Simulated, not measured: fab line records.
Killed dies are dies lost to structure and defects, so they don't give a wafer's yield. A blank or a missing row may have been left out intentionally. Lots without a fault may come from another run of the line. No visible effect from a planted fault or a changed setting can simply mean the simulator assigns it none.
8D (eight disciplines) problem report, filled in by code    flow berkeley cmos170    the parts of the form that need people (team, actions taken, sign-off) are left out

== 1. WHAT WENT WRONG ==
Mean PLDD_TW at UCB170_PLDD_TW_MEAS_11: 958 over 6 wafers in 2 lots; fault-free wafers: 1014, standard deviation 6.6. That is -8.6 standard deviations from the usual mean.
Earliest sighting: wafer L790.2 on film metro-01 at day 8 15:56. Wafers with a number at this step in the record: 42, from 14 lots. Rule for "out", or "out of limits": more than 4 standard deviations from the usual mean. All remaining wafers that have a number are taken as sound.

== 2. WHAT IT IS, AND WHAT IT ISN'T ==
question                     is                      is not
which readings at this step  PLDD_TW                 -
which lots                   L790, L795              L781, L783, L785, L786, L787, L788, L789, L794, L798, L799, L801, L803
which wafers of those lots   all that have a number  -
read on which gauges         film metro-01           film metro-03, film metro-04
when                         from day 8 15:56        up to then (21 sound wafers); but 15 sound wafers of L794, L798, L799, L801, L803 came after

== 3. WHAT RULES OUT EACH SUSPECT ==
Counting: any tool at a process step up to the reading is kept as a suspect provided that every lot that is out went through it and no sound lot did after the first of them.
- ruled out: the gauge at UCB170_PLDD_TW_MEAS_11. All the wafers that are out were read on film metro-01, but those of them that UCB170_PLDD_IMPLANT_09 has rows for are out there too, on other tools.
- implanter-01 at UCB170_PLDD_IMPLANT_09: kept. It processed each lot that is out, first L790 at day 8 15:41, and no sound lot thereafter; up to then, the last sound lot it processed was L789 at day 8 14:51. On those wafers its own readings are out: dose ions cm2, faraday current uA.
Left after counting: implanter-01 at UCB170_PLDD_IMPLANT_09.

== 4. THE CAUSE (what the simulator had put in) ==
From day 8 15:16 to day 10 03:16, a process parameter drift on implanter-01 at UCB170_PLDD_IMPLANT_09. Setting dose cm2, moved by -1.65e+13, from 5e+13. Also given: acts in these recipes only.
After counting, this tool was the only one left.

== 5. THE CHAIN OF EFFECTS, in route order ==
Rows list readings where the struck wafers' mean (over those with a number) sits beyond 3 standard deviations from the usual. Only readings whose record carries a usual standard deviation are examined. hours: median over the lots of the time between each lot's start at the first step of this table that gives one and its start at this step. sigmas: the change, counted in usual standard deviations.
hours  step                        reading             usual          on struck wafers  change  sigmas
0      UCB170_PLDD_IMPLANT_09      dose ions cm2       5e+13          3e+13             -2e+13  -99 or more
0      UCB170_PLDD_IMPLANT_09      faraday current uA  159.1          105.2             -53.9   -18
0      UCB170_PLDD_TW_MEAS_11      PLDD_TW             1014           958               -56     -8.6
14     UCB170_SDANNEAL_RS_MEAS_04  PLDD_RS             1031.2 ohm/sq  1191.3            +160.1  +64
Its process steps:
- UCB170_PLDD_IMPLANT_09
At these later measuring or inspecting steps, every struck wafer for which the step has a row has a number for every such reading, and none has moved that far: UCB170_PSD_CD_MEAS_06, UCB170_PSD_OVL_MEAS_07, UCB170_NSD_OVL_MEAS_07.

== 6. HOW IT WOULD HAVE BEEN CAUGHT EARLIER ==
In this record the first reading out of limits at a measuring or inspecting step was taken at day 8 15:56, 1 hour after the fault began at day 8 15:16.
At UCB170_PLDD_IMPLANT_09, the tool's own readings (dose ions cm2, faraday current uA) were out on each struck wafer the step has a row for, so an alarm limit on them would have fired on the first such wafer.
L795, from the lots that are out (2), started UCB170_PLDD_IMPLANT_09 on implanter-01 later than day 8 15:56. Had the tool been put on hold then, it would have been spared.
